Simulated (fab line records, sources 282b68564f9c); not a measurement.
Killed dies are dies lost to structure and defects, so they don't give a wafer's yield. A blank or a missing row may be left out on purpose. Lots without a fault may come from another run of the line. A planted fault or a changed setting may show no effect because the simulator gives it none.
Problem report in the 8D (eight disciplines) form, filled by code | flow rit_cmos | the parts of the form that need people (team, actions taken, sign-off) are left out

1. THE PROBLEM
PLDD_TW at RIT_PLDD_TW_MEAS_10 reads a mean of 2528 on 6 wafers of 2 lots; wafers without a fault read 2356 with a standard deviation of 20. That is +8.6 standard deviations from the usual mean.
First seen on wafer L523.1, day 7 11:24, on film_metro-01. The record holds 42 wafers of 14 lots with a number at this step. Rule for "out", or "out of limits": more than 4 standard deviations from the usual mean. The other wafers with a number count as sound.

2. WHAT IT IS AND WHAT IT IS NOT
question                    | is                           | is not
which readings at this step | PLDD_TW                      | -
which lots                  | L523, L524                   | L503, L504, L505, L506, L507, L508, L510, L512, L513, L514, L515, L522
which wafers of those lots  | all that have a number       | -
read on which gauges        | film_metro-01, film_metro-03 | film_metro-02
when                        | from day 7 11:24             | up to then (36 sound wafers)

3. SUSPECTS, AND WHAT RULES EACH OUT
Counting: a tool at a process step up to the reading stays a suspect if it ran every lot that is out and no sound lot after the first of them.
- the gauge at RIT_PLDD_TW_MEAS_10: ruled out. The wafers that are out were read on 2 gauges (film_metro-01, film_metro-03).
- implanter-03 at RIT_PLDD_IMPLANT_08: kept. It ran every lot that is out, first L523 (day 7 11:04), and no sound lot after that; its last sound lot up to then is L515 (day 5 13:35). Its own readings are out on those wafers: beam_energy_keV.
Left after counting: implanter-03 at RIT_PLDD_IMPLANT_08.

4. THE CAUSE (what the simulator had put in)
Process parameter drift: implanter-03, from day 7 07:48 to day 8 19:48, at RIT_PLDD_IMPLANT_08. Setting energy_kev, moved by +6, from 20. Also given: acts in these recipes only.
Counting left only this tool.

5. THE CHAIN OF EFFECTS, in route order
Each row: a reading whose mean over the struck wafers that have a number lies more than 3 standard deviations from the usual. Only readings for which the record gives a usual standard deviation are gone through. hours: the time from each lot's start at the first step in this table that gives one to its start at this step, as a median over the lots. sigmas: the change in usual standard deviations.
hours | step                    | reading         | usual        | on struck wafers | change | sigmas
0     | RIT_PLDD_IMPLANT_08     | beam_energy_keV | 20.000       | 25.998           | +5.998 | +99 or more
0     | RIT_PLDD_TW_MEAS_10     | PLDD_TW         | 2356         | 2528             | +172   | +8.6
8     | RIT_SDANNEAL_RS_MEAS_06 | PLDD_RS         | 178.7 ohm/sq | 164.0            | -14.7  | -28
The process steps in it:
- RIT_PLDD_IMPLANT_08

6. WHAT WOULD HAVE CAUGHT IT SOONER
In this record the first reading out of limits at a measuring or inspecting step was taken at day 7 11:24, 4 hours after the fault began at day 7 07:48.
The tool's own readings at RIT_PLDD_IMPLANT_08 were out on every struck wafer that the step has a row for (beam_energy_keV): an alarm limit on them would have fired on the first of those.
Of the lots that are out (2), L524 began RIT_PLDD_IMPLANT_08 on implanter-03 after day 7 11:24. A hold on the tool at that time would have spared it.
